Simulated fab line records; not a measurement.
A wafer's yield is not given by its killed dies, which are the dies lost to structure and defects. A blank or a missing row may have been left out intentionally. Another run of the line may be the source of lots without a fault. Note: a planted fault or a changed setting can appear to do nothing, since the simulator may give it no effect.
Check of tool commonality -- flow berkeley cmos170 -- 15 lots and 45 wafers in the sample

REASON FOR OPENING
UCB170_WELLDRIVE_THK_MEAS_02, reading WELLDRIVE_OXIDE_THK: flagged on 3 of 15 lots. Fault-free wafers read 199 nm, with a standard deviation of 3.7.
Rule: a lot is flagged when every wafer of it that has a number lies more than 4 standard deviations from that mean, or none has a number. The other lots count as sound.

lot,measured,on,"WELLDRIVE_OXIDE_THK (nm), wafer by wafer",flag
L779,day 3 16:41,film metro-03,200 201 200,
L777,day 3 16:42,film metro-02,200 199 199,
L778,day 4 07:44,film metro-02,203 198 201,
L780,day 4 07:45,film metro-03,199 200 201,
L781,day 4 15:28,film metro-01,229 229 230,FLAGGED
L783,day 4 15:29,film metro-03,234 235 233,FLAGGED
L782,day 4 20:14,film metro-02,233 235 234,FLAGGED
L787,day 6 06:29,film metro-03,197 200 200,
L789,day 6 06:31,film metro-02,201 202 200,
L793,day 7 01:31,film metro-02,195 196 194,
L794,day 7 01:31,film metro-03,196 196 197,
L797,day 7 18:34,film metro-02,195 194 194,
L798,day 7 18:34,film metro-03,198 197 200,
L800,day 8 01:41,film metro-03,199 192 197,
L799,day 8 06:26,film metro-02,193 190 193,
The mean of the flagged lots' numbers is 232 nm, +33 nm from the usual (+9 standard deviations).

EACH LOT AND THE TOOL IT RAN ON
The record keeps 1 process step preceding the reading, out of 331 steps on the route. Each cell gives the tool, then ch followed by the chambers the sampled wafers passed through, then the start.
lot,flag,UCB170_WELLDRIVE_OXIDATION_01
L779,,"furnace-02 ch 0, day 3 13:11"
L777,,"furnace-02 ch 0, day 3 13:11"
L778,,"furnace-02 ch 0, day 4 04:13"
L780,,"furnace-02 ch 0, day 4 04:13"
L781,FLAGGED,"furnace-02 ch 0, day 4 11:58"
L783,FLAGGED,"furnace-02 ch 0, day 4 11:58"
L782,FLAGGED,"furnace-02 ch 0, day 4 16:43"
L787,,"furnace-03 ch 0, day 6 02:59"
L789,,"furnace-03 ch 0, day 6 02:59"
L793,,"furnace-04 ch 0, day 6 22:00"
L794,,"furnace-04 ch 0, day 6 22:00"
L797,,"furnace-04 ch 0, day 7 15:03"
L798,,"furnace-04 ch 0, day 7 15:03"
L800,,"furnace-02 ch 0, day 7 22:11"
L799,,"furnace-02 ch 0, day 8 02:56"
What is done by these steps:
- UCB170_WELLDRIVE_OXIDATION_01: target thk 199 nm, ox time 9000 s.
- UCB170_WELLDRIVE_THK_MEAS_02

FLAGGED AGAINST TOTAL, ONE TOOL AT A TIME (gauges that did the reading follow at the end)
step,tool,lots run,flagged,share of the flagged lots,sound lots run after its first flagged lot
UCB170_WELLDRIVE_OXIDATION_01,furnace-02,9,3,all,"2 (L800,L799)"
UCB170_WELLDRIVE_OXIDATION_01,furnace-03,2,0,none,-
UCB170_WELLDRIVE_OXIDATION_01,furnace-04,4,0,none,-
UCB170_WELLDRIVE_THK_MEAS_02,film metro-01,1,1,some,0
UCB170_WELLDRIVE_THK_MEAS_02,film metro-02,7,1,some,"4 (L789,L793,L797,L799)"
UCB170_WELLDRIVE_THK_MEAS_02,film metro-03,7,1,some,"4 (L787,L794,L798,L800)"

WHAT THE TABLE PERMITS
Rows of the table that ran each flagged lot: 1, that is furnace-02 at UCB170_WELLDRIVE_OXIDATION_01.
- furnace-02 at UCB170_WELLDRIVE_OXIDATION_01 ran 9 lots, 3 of them flagged. Sound lots ran on it after the first flagged one (L800, L799), which a lasting fault on the whole tool wouldn't allow. Its own readings lie more than 4 standard deviations out on every wafer of the flagged lots: spike tc centre C, spike tc load C, spike tc source C, tube center temp C, tube_center_temp_C_max.
There is no row in the table that ran each flagged lot and no sound lot after the first.

WHAT THE SIMULATOR HAD INSERTED
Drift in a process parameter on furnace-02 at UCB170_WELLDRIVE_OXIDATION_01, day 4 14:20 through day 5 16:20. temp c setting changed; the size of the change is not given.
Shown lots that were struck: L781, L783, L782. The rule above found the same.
